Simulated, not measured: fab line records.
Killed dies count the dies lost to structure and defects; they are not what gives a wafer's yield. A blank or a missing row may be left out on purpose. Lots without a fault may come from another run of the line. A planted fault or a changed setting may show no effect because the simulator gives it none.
fab line records / flow rit_cmos
record: lots: 5 wafers: 15 last_day: 5
route steps=202 shown PWELL@44 WELLDRIVE@50 NWELL@51 NRETRO@53 M1@202
lots with no fault: from the same line, run without faults
start_h: the number of hours between the record's first day and the start of the first shown wafer of the lot / wait_h: how many hours have passed since the lot's step before this one / " the same as in the row above / L1.1+2: a single row standing in for several wafers / - either no value or no given start / * or withheld: withheld / < > ~ a bound
route shown NAME@n: a module of which the file shows steps, and the number in the route of the first / usual: mean/standard deviation of fault-free wafers / same: alike in all rows / chamber/n: place in a boat / sites: per-site readings / _std_site: the values' standard deviation / _edge_site: the outer-site mean with the inner-site mean subtracted / radius_mm: how far each site lies from the wafer's centre / mask NAME#n: copy n / behind: the last tool/chamber to shape the wafer / hold: cause of the lot's hold/its duration in hours/its outcome / device: the transistor (n, p or np) that didn't switch / end of line: at the end of the route, the tests of the same wafers / where a step has no rows: the recipe by itself / killed: dies lost to structure and defects at the first sort, not the wafer's yield / map: a wafer's dies, x killed, . not, _ none there
set.NAME: the setting the step ran with; set.NAME@STEP: the setting that earlier step ran with / model.NAME: the simulator's own value behind a step, which no gauge read
lots seen at some steps along the route; tables by step, rows by wafer
services: the hour from which a tool's chamber was out of use, counted from the record's first day as start_h (under 0 if before that day), plus the number of hours and why
== steps ==
step: RIT_PWELL_DEVELOP_05
recipe: resist: NOVOLAK develop_time_s: 68 dev_temp_c: 23
step: RIT_PWELL_OVL_MEAS_06
usual: PWELL_OVL: -1.1/1.5
lot.wafer=L865.3 tool=overlay-02 chamber=- start_h=29.12 wait_h=- PWELL_OVL[nm]=-0.3
lot.wafer=L865.5 tool=overlay-02 chamber=- start_h=29.12 wait_h=- PWELL_OVL[nm]=-1.1
lot.wafer=L865.6 tool=overlay-02 chamber=- start_h=29.12 wait_h=- PWELL_OVL[nm]=0.2
lot.wafer=L867.1 tool=overlay-02 chamber=- start_h=39.04 wait_h=- PWELL_OVL[nm]=-0.5
lot.wafer=L867.3 tool=overlay-02 chamber=- start_h=39.04 wait_h=- PWELL_OVL[nm]=-2.0
lot.wafer=L867.5 tool=overlay-02 chamber=- start_h=39.04 wait_h=- PWELL_OVL[nm]=-0.7
lot.wafer=L869.2 tool=overlay-01 chamber=- start_h=51.85 wait_h=- PWELL_OVL[nm]=-0.7
lot.wafer=L869.3 tool=overlay-01 chamber=- start_h=51.85 wait_h=- PWELL_OVL[nm]=-2.1
lot.wafer=L869.4 tool=overlay-01 chamber=- start_h=51.85 wait_h=- PWELL_OVL[nm]=-0.2
lot.wafer=L875.2 tool=overlay-01 chamber=- start_h=77.92 wait_h=- PWELL_OVL[nm]=0.0
lot.wafer=L875.3 tool=overlay-01 chamber=- start_h=77.92 wait_h=- PWELL_OVL[nm]=-1.2
lot.wafer=L875.5 tool=overlay-01 chamber=- start_h=77.92 wait_h=- PWELL_OVL[nm]=-2.0
lot.wafer=L877.3 tool=overlay-02 chamber=- start_h=88.86 wait_h=- PWELL_OVL[nm]=1.6
lot.wafer=L877.5 tool=overlay-02 chamber=- start_h=88.86 wait_h=- PWELL_OVL[nm]=-0.9
lot.wafer=L877.6 tool=overlay-02 chamber=- start_h=88.86 wait_h=- PWELL_OVL[nm]=-1.8
step: RIT_PWELL_HARDBAKE_07
recipe: resist: NOVOLAK temp_c: 140 time_s: 120
step: RIT_PWELL_IMPLANT_08
recipe: species: B energy_kev: 170 dose_cm2: 7.12e+13 tilt_deg: 7
step: RIT_PWELL_STRIP_09
recipe: chemistry: O2 time_s: 180 resist: NOVOLAK platen_temp_c: withheld power_w: 500 pressure_mtorr: 4000 o2_flow_sccm: 4000
usual: drypump_motor_current_A: 5.5/0.37
lot.wafer=L865.3 tool=plasma_asher-01 chamber=0 start_h=29.60 wait_h=0.1 drypump_motor_current_A=5.7 rf_hours_counter_h=-
lot.wafer=L865.5 tool=plasma_asher-01 chamber=1 start_h=29.60 wait_h=0.1 drypump_motor_current_A=5.1 rf_hours_counter_h=-
lot.wafer=L865.6 tool=plasma_asher-01 chamber=0 start_h=29.60 wait_h=0.1 drypump_motor_current_A=5.7 rf_hours_counter_h=-
lot.wafer=L867.1 tool=plasma_asher-01 chamber=0 start_h=39.48 wait_h=0.1 drypump_motor_current_A=5.7 rf_hours_counter_h=38
lot.wafer=L867.3 tool=plasma_asher-01 chamber=0 start_h=39.48 wait_h=0.1 drypump_motor_current_A=5.7 rf_hours_counter_h=-
lot.wafer=L867.5 tool=plasma_asher-01 chamber=0 start_h=39.48 wait_h=0.1 drypump_motor_current_A=5.7 rf_hours_counter_h=-
lot.wafer=L869.2 tool=plasma_asher-01 chamber=0 start_h=52.28 wait_h=0.1 drypump_motor_current_A=5.7 rf_hours_counter_h=40
lot.wafer=L869.3 tool=plasma_asher-01 chamber=1 start_h=52.28 wait_h=0.1 drypump_motor_current_A=5.1 rf_hours_counter_h=-
lot.wafer=L869.4 tool=plasma_asher-01 chamber=0 start_h=52.28 wait_h=0.1 drypump_motor_current_A=5.7 rf_hours_counter_h=-
lot.wafer=L875.2 tool=plasma_asher-01 chamber=0 start_h=78.35 wait_h=0.1 drypump_motor_current_A=5.7 rf_hours_counter_h=43
lot.wafer=L875.3 tool=plasma_asher-01 chamber=1 start_h=78.35 wait_h=0.1 drypump_motor_current_A=5.1 rf_hours_counter_h=-
lot.wafer=L875.5 tool=plasma_asher-01 chamber=1 start_h=78.35 wait_h=0.1 drypump_motor_current_A=5.1 rf_hours_counter_h=-
lot.wafer=L877.3 tool=plasma_asher-01 chamber=1 start_h=89.34 wait_h=0.1 drypump_motor_current_A=5.1 rf_hours_counter_h=-
lot.wafer=L877.5 tool=plasma_asher-01 chamber=0 start_h=89.34 wait_h=0.1 drypump_motor_current_A=5.6 rf_hours_counter_h=-
lot.wafer=L877.6 tool=plasma_asher-01 chamber=1 start_h=89.34 wait_h=0.1 drypump_motor_current_A=5.1 rf_hours_counter_h=-
step: RIT_PWELL_TW_MEAS_10
usual: PWELL_TW: 959/9
lot.wafer=L865.3 tool=film_metro-01 chamber=- start_h=29.74 wait_h=0.1 PWELL_TW=956
lot.wafer=L865.5 tool=film_metro-01 chamber=- start_h=29.74 wait_h=0.1 PWELL_TW=956
lot.wafer=L865.6 tool=film_metro-01 chamber=- start_h=29.74 wait_h=0.1 PWELL_TW=960
lot.wafer=L867.1 tool=film_metro-01 chamber=- start_h=39.65 wait_h=0.1 PWELL_TW=962
lot.wafer=L867.3 tool=film_metro-01 chamber=- start_h=39.65 wait_h=0.1 PWELL_TW=956
lot.wafer=L867.5 tool=film_metro-01 chamber=- start_h=39.65 wait_h=0.1 PWELL_TW=958
lot.wafer=L869.2 tool=film_metro-03 chamber=- start_h=52.46 wait_h=0.1 PWELL_TW=942
lot.wafer=L869.3 tool=film_metro-03 chamber=- start_h=52.46 wait_h=0.1 PWELL_TW=938
lot.wafer=L869.4 tool=film_metro-03 chamber=- start_h=52.46 wait_h=0.1 PWELL_TW=937
lot.wafer=L875.2 tool=film_metro-04 chamber=- start_h=78.54 wait_h=0.1 PWELL_TW=964
lot.wafer=L875.3 tool=film_metro-04 chamber=- start_h=78.54 wait_h=0.1 PWELL_TW=968
lot.wafer=L875.5 tool=film_metro-04 chamber=- start_h=78.54 wait_h=0.1 PWELL_TW=968
lot.wafer=L877.3 tool=film_metro-01 chamber=- start_h=89.48 wait_h=0.1 PWELL_TW=961
lot.wafer=L877.5 tool=film_metro-01 chamber=- start_h=89.48 wait_h=0.1 PWELL_TW=960
lot.wafer=L877.6 tool=film_metro-01 chamber=- start_h=89.48 wait_h=0.1 PWELL_TW=966
step: RIT_WELLDRIVE_ANNEAL_00
recipe: temp_c: 1100 time_s: 14700 ambient: N2
step: RIT_WELLDRIVE_RS_MEAS_01
recipe: thk_meas_gauge: four-point-probe
usual: NWELL_RS: 275.3/0.74
lot.wafer=L865.3 tool=film_metro-03 chamber=- start_h=35.63 wait_h=0.0 NWELL_RS[ohm/sq]=275.5
lot.wafer=L865.5 tool=film_metro-03 chamber=- start_h=35.63 wait_h=0.0 NWELL_RS[ohm/sq]=275.5
lot.wafer=L865.6 tool=film_metro-03 chamber=- start_h=35.63 wait_h=0.0 NWELL_RS[ohm/sq]=275.1
lot.wafer=L867.1 tool=film_metro-04 chamber=- start_h=46.89 wait_h=0.0 NWELL_RS[ohm/sq]=275.4
lot.wafer=L867.3 tool=film_metro-04 chamber=- start_h=46.89 wait_h=0.0 NWELL_RS[ohm/sq]=275.9
lot.wafer=L867.5 tool=film_metro-04 chamber=- start_h=46.89 wait_h=0.0 NWELL_RS[ohm/sq]=276.0
lot.wafer=L869.2 tool=film_metro-03 chamber=- start_h=57.62 wait_h=0.0 NWELL_RS[ohm/sq]=275.7
lot.wafer=L869.3 tool=film_metro-03 chamber=- start_h=57.62 wait_h=0.0 NWELL_RS[ohm/sq]=275.6
lot.wafer=L869.4 tool=film_metro-03 chamber=- start_h=57.62 wait_h=0.0 NWELL_RS[ohm/sq]=275.6
lot.wafer=L875.2 tool=film_metro-01 chamber=- start_h=83.99 wait_h=0.0 NWELL_RS[ohm/sq]=274.6
lot.wafer=L875.3 tool=film_metro-01 chamber=- start_h=83.99 wait_h=0.0 NWELL_RS[ohm/sq]=275.4
lot.wafer=L875.5 tool=film_metro-01 chamber=- start_h=83.99 wait_h=0.0 NWELL_RS[ohm/sq]=273.9
lot.wafer=L877.3 tool=film_metro-01 chamber=- start_h=94.64 wait_h=0.0 NWELL_RS[ohm/sq]=275.6
lot.wafer=L877.5 tool=film_metro-01 chamber=- start_h=94.64 wait_h=0.0 NWELL_RS[ohm/sq]=275.3
lot.wafer=L877.6 tool=film_metro-01 chamber=- start_h=94.64 wait_h=0.0 NWELL_RS[ohm/sq]=274.9
step: RIT_WELLDRIVE_RS_MEAS_02
recipe: thk_meas_gauge: four-point-probe
usual: PWELL_RS: 424.4/1.1
lot.wafer=L865.3 tool=film_metro-03 chamber=- start_h=35.75 wait_h=0.1 PWELL_RS[ohm/sq]=423.3
lot.wafer=L865.5 tool=film_metro-03 chamber=- start_h=35.75 wait_h=0.1 PWELL_RS[ohm/sq]=424.2
lot.wafer=L865.6 tool=film_metro-03 chamber=- start_h=35.75 wait_h=0.1 PWELL_RS[ohm/sq]=424.8
lot.wafer=L867.1 tool=film_metro-04 chamber=- start_h=47.01 wait_h=0.1 PWELL_RS[ohm/sq]=424.4
lot.wafer=L867.3 tool=film_metro-04 chamber=- start_h=47.01 wait_h=0.1 PWELL_RS[ohm/sq]=423.4
lot.wafer=L867.5 tool=film_metro-04 chamber=- start_h=47.01 wait_h=0.1 PWELL_RS[ohm/sq]=422.8
lot.wafer=L869.2 tool=film_metro-03 chamber=- start_h=57.74 wait_h=0.1 PWELL_RS[ohm/sq]=422.7
lot.wafer=L869.3 tool=film_metro-03 chamber=- start_h=57.74 wait_h=0.1 PWELL_RS[ohm/sq]=423.4
lot.wafer=L869.4 tool=film_metro-03 chamber=- start_h=57.74 wait_h=0.1 PWELL_RS[ohm/sq]=424.1
lot.wafer=L875.2 tool=film_metro-01 chamber=- start_h=84.11 wait_h=0.1 PWELL_RS[ohm/sq]=425.1
lot.wafer=L875.3 tool=film_metro-01 chamber=- start_h=84.11 wait_h=0.1 PWELL_RS[ohm/sq]=425.4
lot.wafer=L875.5 tool=film_metro-01 chamber=- start_h=84.11 wait_h=0.1 PWELL_RS[ohm/sq]=425.0
lot.wafer=L877.3 tool=film_metro-01 chamber=- start_h=94.76 wait_h=0.1 PWELL_RS[ohm/sq]=424.8
lot.wafer=L877.5 tool=film_metro-01 chamber=- start_h=94.76 wait_h=0.1 PWELL_RS[ohm/sq]=425.0
lot.wafer=L877.6 tool=film_metro-01 chamber=- start_h=94.76 wait_h=0.1 PWELL_RS[ohm/sq]=423.9
step: RIT_NRETRO_HMDS_00
recipe: prime_time_s: 60 prime_temp_c: 140
step: RIT_NRETRO_COAT_01
recipe: resist: NOVOLAK spin_rpm: 2000 resist_thk_nm: 1300
step: RIT_NRETRO_SOFTBAKE_02
recipe: resist: NOVOLAK temp_c: 90 time_s: 60
step: RIT_NRETRO_EXPOSE_03
recipe: mask_id: M4 na: 0.57 target_cd_nm: 43900 dose_mj: 250
usual: exposure_dose_mJ_cm2: 250.00/0.27
lot.wafer=L865.3 tool=iline_stepper-01 chamber=0 start_h=36.31 wait_h=0.1 mask=M4#0 exposure_dose_mJ_cm2=250.21 model.NRETRO.overlay_x_nm=-0.1263
lot.wafer=L865.5 tool=iline_stepper-01 chamber=0 start_h=36.31 wait_h=0.1 mask=M4#0 exposure_dose_mJ_cm2=249.76 model.NRETRO.overlay_x_nm=-0.1263
lot.wafer=L865.6 tool=iline_stepper-01 chamber=0 start_h=36.31 wait_h=0.1 mask=M4#0 exposure_dose_mJ_cm2=249.78 model.NRETRO.overlay_x_nm=-0.1263
lot.wafer=L867.1 tool=iline_stepper-01 chamber=0 start_h=47.71 wait_h=0.2 mask=M4#0 exposure_dose_mJ_cm2=250.31 model.NRETRO.overlay_x_nm=-0.305
lot.wafer=L867.3 tool=iline_stepper-01 chamber=0 start_h=47.71 wait_h=0.2 mask=M4#0 exposure_dose_mJ_cm2=250.57 model.NRETRO.overlay_x_nm=-0.305
lot.wafer=L867.5 tool=iline_stepper-01 chamber=0 start_h=47.71 wait_h=0.2 mask=M4#0 exposure_dose_mJ_cm2=250.35 model.NRETRO.overlay_x_nm=-0.305
lot.wafer=L869.2 tool=iline_stepper-01 chamber=0 start_h=58.31 wait_h=0.1 mask=M4#0 exposure_dose_mJ_cm2=249.83 model.NRETRO.overlay_x_nm=-0.004766
lot.wafer=L869.3 tool=iline_stepper-01 chamber=0 start_h=58.31 wait_h=0.1 mask=M4#0 exposure_dose_mJ_cm2=250.61 model.NRETRO.overlay_x_nm=-0.004766
lot.wafer=L869.4 tool=iline_stepper-01 chamber=0 start_h=58.31 wait_h=0.1 mask=M4#0 exposure_dose_mJ_cm2=250.04 model.NRETRO.overlay_x_nm=-0.004766
lot.wafer=L875.2 tool=iline_stepper-01 chamber=0 start_h=84.81 wait_h=0.2 mask=M4#0 exposure_dose_mJ_cm2=249.81 model.NRETRO.overlay_x_nm=-1.14
lot.wafer=L875.3 tool=iline_stepper-01 chamber=0 start_h=84.81 wait_h=0.2 mask=M4#0 exposure_dose_mJ_cm2=250.00 model.NRETRO.overlay_x_nm=-1.14
lot.wafer=L875.5 tool=iline_stepper-01 chamber=0 start_h=84.81 wait_h=0.2 mask=M4#0 exposure_dose_mJ_cm2=250.05 model.NRETRO.overlay_x_nm=-1.14
lot.wafer=L877.3 tool=iline_stepper-02 chamber=0 start_h=95.33 wait_h=0.1 mask=M4#0 exposure_dose_mJ_cm2=250.12 model.NRETRO.overlay_x_nm=4.913
lot.wafer=L877.5 tool=iline_stepper-02 chamber=0 start_h=95.33 wait_h=0.1 mask=M4#0 exposure_dose_mJ_cm2=249.91 model.NRETRO.overlay_x_nm=4.913
lot.wafer=L877.6 tool=iline_stepper-02 chamber=0 start_h=95.33 wait_h=0.1 mask=M4#0 exposure_dose_mJ_cm2=249.64 model.NRETRO.overlay_x_nm=4.913
step: RIT_NRETRO_PEB_04
recipe: resist: NOVOLAK temp_c: withheld time_s: withheld
step: RIT_M1_PROBE_99
usual: killed_at_M0_to_M3: 0.0/0.083 killed_at_front_end: 6.7/2.9 killed_dies: 6.7/2.9 killed_on_rim: 1.8/1.4 killed_open: 3.4/1.8 killed_short: 3.3/2.2
same: gross_dies: 264 killed_at_M4_up: 0 killed_at_back_side: 0 killed_at_contacts: 0 killed_at_other: 0
lot.wafer=L865.3 tool=prober-01 chamber=- start_h=67.85 wait_h=0.2 killed_at_M0_to_M3=0 killed_at_front_end=3 killed_dies=3 killed_on_rim=0 killed_open=2 killed_short=1
lot.wafer=L865.5 tool=prober-01 chamber=- start_h=67.95 wait_h=0.2 killed_at_M0_to_M3=0 killed_at_front_end=9 killed_dies=9 killed_on_rim=0 killed_open=6 killed_short=3
lot.wafer=L865.6 tool=prober-01 chamber=- start_h=68.00 wait_h=0.2 killed_at_M0_to_M3=0 killed_at_front_end=7 killed_dies=7 killed_on_rim=4 killed_open=4 killed_short=3
lot.wafer=L875.2 tool=prober-02 chamber=- start_h=115.57 wait_h=0.1 killed_at_M0_to_M3=0 killed_at_front_end=5 killed_dies=5 killed_on_rim=5 killed_open=4 killed_short=1
lot.wafer=L875.3 tool=prober-02 chamber=- start_h=115.62 wait_h=0.2 killed_at_M0_to_M3=0 killed_at_front_end=7 killed_dies=7 killed_on_rim=5 killed_open=4 killed_short=3
lot.wafer=L875.5 tool=prober-02 chamber=- start_h=115.72 wait_h=0.2 killed_at_M0_to_M3=0 killed_at_front_end=8 killed_dies=8 killed_on_rim=3 killed_open=3 killed_short=5
lot.wafer=L877.3 tool=prober-02 chamber=- start_h=125.15 wait_h=0.2 killed_at_M0_to_M3=0 killed_at_front_end=4 killed_dies=4 killed_on_rim=3 killed_open=1 killed_short=3
lot.wafer=L877.5 tool=prober-02 chamber=- start_h=125.25 wait_h=0.2 killed_at_M0_to_M3=0 killed_at_front_end=8 killed_dies=8 killed_on_rim=3 killed_open=4 killed_short=4
lot.wafer=L877.6 tool=prober-02 chamber=- start_h=125.30 wait_h=0.2 killed_at_M0_to_M3=0 killed_at_front_end=13 killed_dies=13 killed_on_rim=2 killed_open=8 killed_short=5
killed by level:class
L865.3 FOX1:geometric_particle:open=1 FOX1:geometric_particle:short=1 GATE:geometric_particle:open=1
L865.5 GATE:geometric_particle:open=4 GATE:geometric_particle:short=2 FOX1:geometric_particle:open=1 REOX:geometric_particle:short=1 REOX:geometric_particle:open=1
L865.6 FOX1:geometric_particle:short=3 GATE:geometric_particle:open=2 FOX1:geometric_particle:open=1 SILICIDE:geometric_particle:open=1
L875.2 GATE:geometric_particle:open=3 GATE:geometric_particle:short=1 SILICIDE:geometric_particle:open=1
L875.3 GATE:geometric_particle:short=2 FOX1:geometric_particle:open=1 GATE:geometric_particle:open=1 REOX:geometric_particle:open=1 REOX:geometric_particle:short=1 SILICIDE:geometric_particle:open=1
L875.5 GATE:geometric_particle:short=2 REOX:geometric_particle:short=2 FOX1:geometric_particle:open=1 FOX1:geometric_particle:short=1 GATE:geometric_particle:open=1 STARTING-WAFER:geometric_particle:open=1
L877.3 SPACER:geometric_particle:short=3 REOX:geometric_particle:open=1
L877.5 FOX2:geometric_particle:short=3 FOX1:geometric_particle:open=2 FOX1:geometric_particle:short=1 GATE:geometric_particle:open=1 SPACER:geometric_particle:open=1
L877.6 FOX1:geometric_particle:open=5 REOX:geometric_particle:short=2 SPACER:geometric_particle:short=2 SPACER:geometric_particle:open=2 FOX2:geometric_particle:short=1 GATE:geometric_particle:open=1
== services ==
tool=iline_stepper-02 chamber=- start_h=7.10 hours=2.1 kind=pm
tool=iline_stepper-02 chamber=- start_h=9.19 hours=- kind=consumable_replace:lamp
== key ==
first_sign none at tools or gauges
model_effect: step: RIT_NRETRO_EXPOSE_03 value: NRETRO.overlay_x_nm without: -0.9907 struck: 4.913
met_at RIT_NRETRO_EXPOSE_03
struck_wafers L877.3,L877.5,L877.6
tester_left_out L877
also_fits time
fault: kind: scanner_matching_overlay tool: iline_stepper-02 chamber: - onset_h: 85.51 steps: RIT_NRETRO_EXPOSE_03 offset: 5.9041
tester_left_out: of these lots the tester's yield and bins aren't shown, on N5 and GAA mostly nor the transistor test; their killed dies are dies lost to structure and defects alone, not to doping, threshold or leakage, so they don't give the yield
